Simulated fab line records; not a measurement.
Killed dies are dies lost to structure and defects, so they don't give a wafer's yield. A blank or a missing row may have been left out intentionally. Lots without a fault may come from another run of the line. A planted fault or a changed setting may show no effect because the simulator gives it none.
One fault through the eyes of 2 desks :: flow rit_cmos :: each desk has only its own numbers; what lay behind them comes last

## AT THE TOOL OWNER'S DESK: lpcvd-01
The tool's own readings at RIT_GATE_CVD_08 (deposits poly-Si from SiH4, target thk 250 nm, time 2220 s): means of the sampled wafers that have a number, for each lot that ran on this tool. A lot is out of limits, marked OUT, if its mean lies more than 4 standard deviations from the usual mean; the brackets give that distance.
Columns: A = pressure_mtorr at RIT_GATE_CVD_08, usual 300.1 mTorr
lot: L996
first seen here: day 2 10:22
A: 300.3

lot: L998
first seen here: day 2 19:01
A: 299.5

lot: L999
first seen here: day 3 01:23
A: 300.2

lot: L100
first seen here: day 3 06:10
A: 300.2

lot: L101
first seen here: day 3 15:32
A: 300.7

lot: L102
first seen here: day 3 21:43
A: 299.6

lot: L103
first seen here: day 3 23:19
A: 300.0

lot: L117
first seen here: day 6 19:41
A: 299.4

lot: L118
first seen here: day 7 00:12
A: 300.0

lot: L119
first seen here: day 7 05:04
A: 300.0
Result from this desk: across the 10 lots, nothing is out of limits.

## AT THE METROLOGY DESK
What the gauges read, lot by lot, whatever tool the lot ran on: means of the sampled wafers that have a number. A lot is out of limits, marked OUT, if its mean lies more than 4 standard deviations from the usual mean; the brackets give that distance.
Columns: A = GATE_POLY_THK at RIT_GATE_THK_MEAS_09, usual 247.9 nm
lot: L996
first seen here: day 2 11:59
A: 247.9

lot: L998
first seen here: day 2 20:39
A: 249.4

lot: L999
first seen here: day 3 03:01
A: 245.7

lot: L100
first seen here: day 3 07:47
A: 248.0

lot: L101
first seen here: day 3 17:09
A: 247.3

lot: L102
first seen here: day 3 23:20
A: 164.5 (-40) OUT

lot: L103
first seen here: day 4 00:57
A: 166.8 (-39) OUT

lot: L104
first seen here: day 4 03:50
A: 250.7

lot: L109
first seen here: day 5 10:43
A: 246.4

lot: L113
first seen here: day 5 23:58
A: 246.6

lot: L114
first seen here: day 6 06:40
A: 243.7

lot: L117
first seen here: day 6 21:19
A: 249.0

lot: L118
first seen here: day 7 01:49
A: 245.3

lot: L119
first seen here: day 7 06:40
A: 250.1
Finding of this desk: L102, L103 out of limits, first seen on L102 at day 3 23:20 (GATE_POLY_THK at RIT_GATE_THK_MEAS_09). L996, L998, L999, L100, L101, L104, L109, L113, L114, L117, L118, L119: within limits.

## ALL TOGETHER
L102, L103 would have let the metrology desk raise an alarm at day 3 23:20.
The tool owner's desk saw nothing out of limits.
Tool owner's desk: L102, L103 on record, inside its limits.
The lots listed all ran RIT_GATE_CVD_08 on lpcvd-01.

## WHAT THE SIMULATOR HAD INSERTED
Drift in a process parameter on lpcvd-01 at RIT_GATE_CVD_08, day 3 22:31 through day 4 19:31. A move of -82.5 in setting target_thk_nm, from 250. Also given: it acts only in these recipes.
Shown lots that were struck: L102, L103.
Time in hours between the start of the fault and the first out-of-limits reading at each desk: metrology desk, 1.
